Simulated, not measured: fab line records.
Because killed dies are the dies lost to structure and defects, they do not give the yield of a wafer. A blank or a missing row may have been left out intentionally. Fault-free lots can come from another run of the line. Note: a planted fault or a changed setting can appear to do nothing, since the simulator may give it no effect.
Struck lot and sound lot, side by side ; flow berkeley_cmos170 ; 20 steps out of a route of 331
Sound: the wafers L839.2, L839.4, L839.6. The struck wafers were L849.1, L849.2, L849.4. The cause comes at the end.
Per side, at each step with rows, come the tool, then ch with its chambers, and then its first start. Under that, the readings that differ: sound wafers ; struck wafers ; difference of the means ; sigmas: that difference in standard deviations of wafers without a fault.
alike: same words and numbers on both sides, and readings whose means sit less than 2 such deviations apart. not compared: any withheld reading, any reading some wafer has no value for, any bound like >300 that may hide the same value, and any number with overlapping values for which the record gives no deviation.
Wherever a step has rows on one side only, a row that says differs or no value, or a row with sigmas, the two part there. When numbers do not overlap yet have no deviation, they are printed without sigmas and do not part them. Lack of a reading on every wafer of one side parts them only where that side has two or more wafers.

UCB170_M2_SPUTTER_01: material Al, target thk 900 nm, time 120 s.
  sound: pvd_sputter-03 at day 8 04:59; struck: pvd_sputter-01 at day 10 02:33
  alike: cathode_dc_power_W, throttle_valve_pct
UCB170_M2_RS_MEAS_02: measures by four-point-probe.
  sound: film_metro-01 at day 8 05:05; struck: film_metro-03 at day 10 02:58
  alike: M2_AL_RS
  not compared: hold
UCB170_M2_THK_MEAS_03: measures by xrf.
  sound: film_metro-01 at day 8 05:12; struck: film_metro-03 at day 10 04:41
reading;sound;struck;difference;sigmas
hold;- - -;await_dispo/1.6h/release await_dispo/1.6h/release await_dispo/1.6h/release;no value on the sound wafers;
  alike: M2_AL_THK
then, 3 steps without rows for these wafers: UCB170_M2_HMDS_04 (prime time 60 s); UCB170_M2_COAT_05 (resist thk 900 nm); UCB170_M2_SOFTBAKE_06 (time 60 s).
UCB170_M2_STRIP_07: strips in O2.
  sound on plasma_asher-03 ch 0,1, day 8 05:42; struck on plasma_asher-02 ch 0,1, day 10 05:15
  alike: drypump_motor_current_A, oes_product_au, strip_time_to_endpoint_s
  not compared: rf_hours_counter_h
then, 5 steps without rows for these wafers: UCB170_M2_STRIP_08 (strips KrF in DMSO, time 600 s); UCB170_M2_COAT_09; UCB170_M2_COAT_10 (resist thk 900 nm); UCB170_M2_SOFTBAKE_11 (time 60 s); UCB170_M2_EXPOSE_12 (exposes mask METAL2, target cd 700 nm).
UCB170_M2_PEB_13:
  sound on litho_track-04 ch 0, day 8 08:13; struck on litho_track-04 ch 0, day 10 06:11
reading;sound;struck;difference;sigmas
heater_power_total_W (W);56.74 56.78 56.81;53.13 53.15 53.16;-3.63;-74
plate_temp_C (C);130.29 130.08 130.17;123.70 123.74 123.86;-6.41;-43
then, 1 step without rows for these wafers: UCB170_M2_DEVELOP_14 (develop time 45 s).
UCB170_M2_CD_MEAS_15: the cd target is 700 nm.
  sound: cd_sem-01 at day 8 08:29; struck: cd_sem-01 at day 10 06:28
reading;sound;struck;difference;sigmas
cd_nm (nm);702.4 702.4 702.2;757.0 756.6 756.8;+54.5;+39
  not compared: hold
UCB170_M2_OVL_MEAS_16:
  sound: overlay-02 at day 8 08:35; struck: overlay-02 at day 10 06:35
  alike: M2_OVL
  not compared: hold
UCB170_M2_ETCH_17: etches BARC in N2/H2.
  sound on rie_diel-01 ch 0,1, day 8 08:37; struck on rie_diel-03 ch 0,2,3, day 10 06:38
reading;sound;struck;difference;sigmas
model.M2.cd_nm (nm);702.7 702 703;757.7 757 756.5;+54.5;
  alike: drypump_motor_current_A, oes_product_au, throttle_valve_pct
UCB170_M2_METAL_ETCH_18: etches Al in Cl2/BCl3, stops on SiO2, target depth 1170 nm, time 195 s.
  sound on rie_metal-03 ch 0,1, day 8 08:40; struck on rie_metal-02 ch 0,1, day 10 06:40
reading;sound;struck;difference;sigmas
model.M2.cd_nm (nm);699 699.3 700.9;757.3 757.8 758.3;+58.1;
  alike: drypump_motor_current_A, oes_product_au, throttle_valve_pct
  not compared: rf_hours_counter_h
UCB170_M2_STRIP_19: strips in O2.
  sound on plasma_asher-01 ch 1, day 8 08:51; struck on plasma_asher-02 ch 0,1, day 10 06:51
  alike: drypump_motor_current_A, oes_product_au
  not compared: rf_hours_counter_h
after that, 1 step had no rows for these wafers: UCB170_M3_PROBE_99.

## WHERE THEY PART
First at UCB170_M2_THK_MEAS_03; last, within this record, at UCB170_M2_CD_MEAS_15. Later steps at which nothing parts them and some readings are alike: UCB170_M2_OVL_MEAS_16, UCB170_M2_ETCH_17, UCB170_M2_METAL_ETCH_18, UCB170_M2_STRIP_19.

WHY: what the simulator had put in
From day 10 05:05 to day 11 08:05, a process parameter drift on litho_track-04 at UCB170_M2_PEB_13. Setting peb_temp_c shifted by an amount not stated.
